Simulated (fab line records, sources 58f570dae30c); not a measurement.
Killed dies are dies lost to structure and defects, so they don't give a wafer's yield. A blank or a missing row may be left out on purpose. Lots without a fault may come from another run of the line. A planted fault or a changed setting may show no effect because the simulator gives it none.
Which tool did it? | flow berkeley_cmos170 | 14 lots, 42 wafers sampled, at 6 steps of a route of 331

WHAT THE GAUGES READ, wafer by wafer
UCB170_PFIELD_OVL_MEAS_06.
lot  | measured    | on         | PFIELD_OVL (nm)
L172 | day 4 22:54 | overlay-02 | 10 13 4
L171 | day 5 02:26 | overlay-01 | 2 8 -5
L174 | day 5 12:46 | overlay-01 | 3 3 2
L173 | day 5 13:15 | overlay-01 | 1 0 6
L176 | day 5 22:07 | overlay-02 | 5 0 -2
L175 | day 5 22:35 | overlay-01 | 1 -5 0
L177 | day 5 22:53 | overlay-01 | -5 3 0
L178 | day 6 08:24 | overlay-01 | 4 -2 4
L179 | day 6 20:59 | overlay-02 | 1 -2 -1
L181 | day 7 08:31 | overlay-01 | 1 3 1
L186 | day 8 12:44 | overlay-02 | 3 10 7
L189 | day 9 06:26 | overlay-01 | 10 5 6
L190 | day 9 06:51 | overlay-02 | 7 14 8
L191 | day 9 15:35 | overlay-02 | 5 9 16

UCB170_PLDD_TW_MEAS_11.
lot  | measured     | on            | PLDD_TW
L172 | day 7 10:11  | film_metro-01 | 1007 1008 1002
L171 | day 7 10:24  | film_metro-03 | 997 986 988
L174 | day 7 18:56  | film_metro-03 | 992 992 995
L173 | day 7 18:39  | film_metro-03 | 987 994 990
L176 | day 8 14:57  | film_metro-02 | 1004 1002 1004
L175 | day 8 14:19  | film_metro-01 | 999 1001 1004
L177 | day 8 14:46  | film_metro-01 | 1008 1005 1004
L178 | day 8 15:11  | film_metro-01 | 1003 1001 999
L179 | day 9 09:41  | film_metro-01 | 1004 1000 1003
L181 | day 10 08:12 | film_metro-03 | 1116 1121 1127
L186 | day 10 21:02 | film_metro-02 | 1127 1132 1119
L189 | day 11 19:11 | film_metro-03 | 993 1001 992
L190 | day 11 18:26 | film_metro-01 | 1010 1004 1005
L191 | day 11 22:04 | film_metro-01 | 1009 1007 1007

UCB170_SPACER_THK_MEAS_01.
lot  | measured     | on            | SPACER_TEOS_THK (nm)
L172 | day 7 15:41  | film_metro-04 | 372 375 379
L171 | day 7 15:56  | film_metro-03 | 374 374 380
L174 | day 7 20:59  | film_metro-03 | 371 369 375
L173 | day 7 20:43  | film_metro-02 | 372 384 385
L176 | day 8 17:11  | film_metro-04 | 374 380 382
L175 | day 8 16:34  | film_metro-03 | 380 383 386
L177 | day 8 17:06  | film_metro-02 | 375 378 378
L178 | day 8 17:35  | film_metro-04 | 370 382 377
L179 | day 9 11:43  | film_metro-03 | 375 372 374
L181 | day 10 10:58 | film_metro-02 | 372 373 377
L186 | day 10 23:08 | film_metro-03 | 376 368 376
L189 | day 11 23:20 | film_metro-04 | 370 368 376
L190 | day 11 22:05 | film_metro-03 | 366 367 370
L191 | day 12 01:33 | film_metro-04 | 371 383 380

UCB170_SDANNEAL_RS_MEAS_04: measures by four-point-probe.
lot  | measured     | on            | PLDD_RS (ohm/sq)
L172 | day 8 05:32  | film_metro-01 | 1024 1024 1023
L171 | day 8 05:05  | film_metro-02 | 1031 1031 1031
L174 | day 8 11:28  | film_metro-01 | 1027 1027 1028
L173 | day 8 11:04  | film_metro-02 | 1037 1033 1034
L176 | day 9 07:32  | film_metro-01 | 1025 1027 1025
L175 | day 9 08:32  | film_metro-01 | 1029 1026 1027
L177 | day 9 08:42  | film_metro-03 | 1030 1029 1028
L178 | day 9 08:06  | film_metro-03 | 1032 1032 1034
L179 | day 10 04:43 | film_metro-03 | 1028 1028 1032
L181 | day 10 23:27 | film_metro-03 | 762 763 764
L186 | day 11 10:53 | film_metro-02 | 769 768 768
L189 | day 12 11:20 | film_metro-03 | 1031 1028 1032
L190 | day 12 10:51 | film_metro-03 | 1032 1027 1031
L191 | day 12 11:56 | film_metro-01 | 1034 1032 1035

WHICH TOOL RAN EACH LOT (tool, then ch and the chambers of the sampled wafers, then the start)
lot  | UCB170_PFIELD_STRIP_08              | UCB170_PLDD_IMPLANT_08
L172 | plasma_asher-01 ch 0,1, day 4 23:05 | implanter-02 ch 0, day 7 09:47
L171 | plasma_asher-04 ch 0,1, day 5 02:37 | implanter-04 ch 0, day 7 10:00
L174 | plasma_asher-03 ch 0,1, day 5 12:58 | implanter-04 ch 0, day 7 18:32
L173 | plasma_asher-03 ch 0,1, day 5 13:28 | implanter-01 ch 0, day 7 18:17
L176 | plasma_asher-03 ch 0,1, day 5 22:18 | implanter-04 ch 0, day 8 14:33
L175 | plasma_asher-01 ch 0,1, day 5 22:46 | implanter-04 ch 0, day 8 13:56
L177 | plasma_asher-03 ch 0,1, day 5 23:05 | implanter-01 ch 0, day 8 14:25
L178 | plasma_asher-03 ch 0,1, day 6 08:35 | implanter-02 ch 0, day 8 14:47
L179 | plasma_asher-03 ch 0,1, day 6 21:10 | implanter-01 ch 0, day 9 09:17
L181 | plasma_asher-01 ch 0,1, day 7 08:42 | implanter-04 ch 0, day 10 07:49
L186 | plasma_asher-03 ch 0,1, day 8 12:55 | implanter-04 ch 0, day 10 20:38
L189 | plasma_asher-01 ch 1, day 9 06:37   | implanter-02 ch 0, day 11 18:47
L190 | plasma_asher-03 ch 0,1, day 9 07:02 | implanter-02 ch 0, day 11 18:02
L191 | plasma_asher-04 ch 0,1, day 9 15:47 | implanter-02 ch 0, day 11 21:40
- UCB170_PFIELD_STRIP_08: strips in O2.
- UCB170_PLDD_IMPLANT_08

WHAT THE TOOLS THEMSELVES READ (means of the sampled wafers that have a number; where no wafer has one, the mark that the record gives instead)
UCB170_PFIELD_STRIP_08.
lot  | tool            | drypump_motor_current_A (A) | oes_product_au (a.u.) | strip_time_to_endpoint_s (s)
L172 | plasma_asher-01 | 5.9                         | 0.737                 | 21.62
L171 | plasma_asher-04 | 5.6                         | 0.735                 | 21.55
L174 | plasma_asher-03 | 6.0                         | 0.733                 | 21.54
L173 | plasma_asher-03 | 6.3                         | 0.735                 | 21.65
L176 | plasma_asher-03 | 6.0                         | 0.731                 | 21.55
L175 | plasma_asher-01 | 5.9                         | 0.731                 | 21.58
L177 | plasma_asher-03 | 6.3                         | 0.732                 | 21.70
L178 | plasma_asher-03 | 6.3                         | 0.737                 | 21.61
L179 | plasma_asher-03 | 6.3                         | 0.731                 | 21.61
L181 | plasma_asher-01 | 5.9                         | 0.740                 | 21.63
L186 | plasma_asher-03 | 6.3                         | 0.734                 | 21.54
L189 | plasma_asher-01 | 6.2                         | 0.732                 | 21.61
L190 | plasma_asher-03 | 6.4                         | 0.730                 | 21.59
L191 | plasma_asher-04 | 5.5                         | 0.737                 | 21.49

UCB170_PLDD_IMPLANT_08.
lot  | tool         | beam_on_s (s) | dose_ions_cm2 | end_station_pressure_torr (Torr) | faraday_current_uA
L172 | implanter-02 | 9.90          | 5e+13         | 5.01e-06                         | 160
L171 | implanter-04 | 9.88          | 5e+13         | 5.57e-06                         | 160
L174 | implanter-04 | 10.04         | 5e+13         | 5.02e-06                         | 158
L173 | implanter-01 | 9.84          | 5e+13         | 5.05e-06                         | 161
L176 | implanter-04 | 9.97          | 5e+13         | 4.94e-06                         | 159
L175 | implanter-04 | 9.95          | 5e+13         | 4.84e-06                         | 159
L177 | implanter-01 | 10.05         | 5e+13         | 5.14e-06                         | 158
L178 | implanter-02 | 9.82          | 5e+13         | 5.22e-06                         | 161
L179 | implanter-01 | 10.04         | 5e+13         | 4.95e-06                         | 158
L181 | implanter-04 | 15.52         | 1e+14         | 5.13e-06                         | 200
L186 | implanter-04 | 15.47         | 1e+14         | 4.94e-06                         | 201
L189 | implanter-02 | 10.07         | 5e+13         | 5.26e-06                         | 157
L190 | implanter-02 | 10.07         | 5e+13         | 5.29e-06                         | 158
L191 | implanter-02 | 10.06         | 5e+13         | 5.10e-06                         | 158

THE ANSWER, worked out from the rows above alone
Rule: what is usual is taken from the lots themselves. Put in order of their means at a reading, lots are off if they are a third of the lots or fewer, leave a main group of 4 or more, and stand apart from it by a gap of 3 or more times the standard deviation of the main group's means; of several such gaps the widest counts. A main group whose means are all the same, to the digits that the tables above print for the reading, isn't used. A lot without any number at a reading at which 4 lots or more have one is off too. The other lots that the step has rows for count as sound. The gauges are gone through in route order, then the tools' own readings, and for those a lot's mean is taken as printed above. The first step at which some lot is off is used, and at that step the reading that is off furthest; a lot without a number counts as furthest.
Off: L181, L186, at UCB170_PLDD_TW_MEAS_11 (PLDD_TW). The main group: mean 1000, standard deviation 6.1.
A tool fits if, at a process step before that reading, it ran every lot that is off, and no sound lot after the first of them. The gauges at UCB170_PLDD_TW_MEAS_11 aren't tried: what is off there is off at UCB170_PLDD_IMPLANT_08 too, on other tools, and a gauge's error can't cause that. One fits: implanter-04 at UCB170_PLDD_IMPLANT_08. Its last sound lot is L176 (day 8 14:33), its first lot that is off L181 (day 10 07:49): a fault that began between those two fits.
The tool's own readings at UCB170_PLDD_IMPLANT_08 bear it out: on the lots that are off they differ by more than 5 times the standard deviation of the sound lots' means. beam_on_s reads 15.50 s there against 9.97 s on the sound lots; dose_ions_cm2 reads 1e+14 there against 5e+13 on the sound lots; faraday_current_uA reads 200 there against 159 on the sound lots.

WHAT THE SIMULATOR HAD PUT IN
Process parameter drift: implanter-04, from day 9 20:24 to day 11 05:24, at UCB170_PLDD_IMPLANT_08. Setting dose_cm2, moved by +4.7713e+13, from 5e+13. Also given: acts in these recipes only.
Lots struck among those shown: L181, L186. The rule above found the same.
